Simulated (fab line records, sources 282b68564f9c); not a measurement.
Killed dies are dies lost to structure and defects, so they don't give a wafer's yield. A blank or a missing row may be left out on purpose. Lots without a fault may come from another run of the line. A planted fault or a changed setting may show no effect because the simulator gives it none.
A struck lot beside a sound one | flow rit_cmos | 15 steps out of a route of 202
Sound: wafers L421.1, L421.3, L421.5. Struck: wafers L427.1, L427.5, L427.6. The cause comes at the end.
At each step with rows: each side's tool, then ch and its chambers, then its first start. Under that, the readings that differ: sound wafers | struck wafers | difference of the means | sigmas: that difference in standard deviations of wafers without a fault.
alike: readings whose means differ by less than 2 such deviations, and words and numbers that are the same on both sides. not compared: withheld readings, readings that some wafer has no value for, bounds like >300 that may hide the same value, and numbers for which the record gives no deviation and whose values overlap.
The two part at a step that has a row with sigmas, a row that says differs or no value, or rows on one side only. Numbers that don't overlap but have no deviation are shown without sigmas and don't part them. A reading that every wafer of one side lacks parts them only if that side has two wafers or more.

first, 2 steps without rows for these wafers: RIT_NSD_HARDBAKE_07 (time 60 s); RIT_NSD_IMPLANT_08.
RIT_NSD_STRIP_09: strips in O2, time 180 s.
  sound on plasma_asher-04 ch 0, day 3 11:07; struck on plasma_asher-04 ch 0,1, day 4 16:32
  alike: drypump_motor_current_A
  not compared: rf_hours_counter_h
RIT_NSD_TW_MEAS_10:
  sound on film_metro-01, day 3 11:17; struck on film_metro-02, day 4 16:43
  alike: NSD_TW
then, 6 steps without rows for these wafers: RIT_PSD_HMDS_00 (prime time 60 s); RIT_PSD_COAT_01 (resist thk 1000 nm); RIT_PSD_SOFTBAKE_02 (time 60 s); RIT_PSD_EXPOSE_03 (exposes mask M10, target cd 40900 nm); RIT_PSD_PEB_04; RIT_PSD_DEVELOP_05 (develop time 50 s).
RIT_PSD_OVL_MEAS_06:
  sound on overlay-01, day 3 12:20; struck on overlay-01, day 4 17:41
  alike: PSD_OVL
then, 1 step without rows for these wafers: RIT_PSD_HARDBAKE_07 (time 60 s).
RIT_PSD_IMPLANT_08:
  sound on implanter-02 ch 0, day 3 12:31; struck on implanter-02 ch 0, day 4 17:52
  reading       | sound                         | struck                        | difference | sigmas
  dose_ions_cm2 | 4.996e+15 4.999e+15 5.003e+15 | 4.879e+15 4.874e+15 4.875e+15 | -1.233e+14 | -22
  alike: beam_on_s
RIT_PSD_STRIP_09: strips in O2, time 180 s.
  sound on plasma_asher-01 ch 0,1, day 3 12:40; struck on plasma_asher-02 ch 0,1, day 4 18:01
  alike: drypump_motor_current_A
  not compared: rf_hours_counter_h
RIT_M1_PROBE_99:
  sound on prober-02, day 3 21:15; struck on prober-01, day 5 02:12
  alike: killed_at_contacts, killed_at_front_end, killed_dies, killed_open, killed_short

WHERE THEY PART
Only at RIT_PSD_IMPLANT_08, within this record. Later steps at which nothing parts them and some readings are alike: RIT_PSD_STRIP_09, RIT_M1_PROBE_99.

WHY: what the simulator had put in
Process parameter drift: implanter-02, from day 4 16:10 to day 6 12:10, at RIT_PSD_IMPLANT_08. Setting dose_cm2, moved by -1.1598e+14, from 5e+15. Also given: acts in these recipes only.
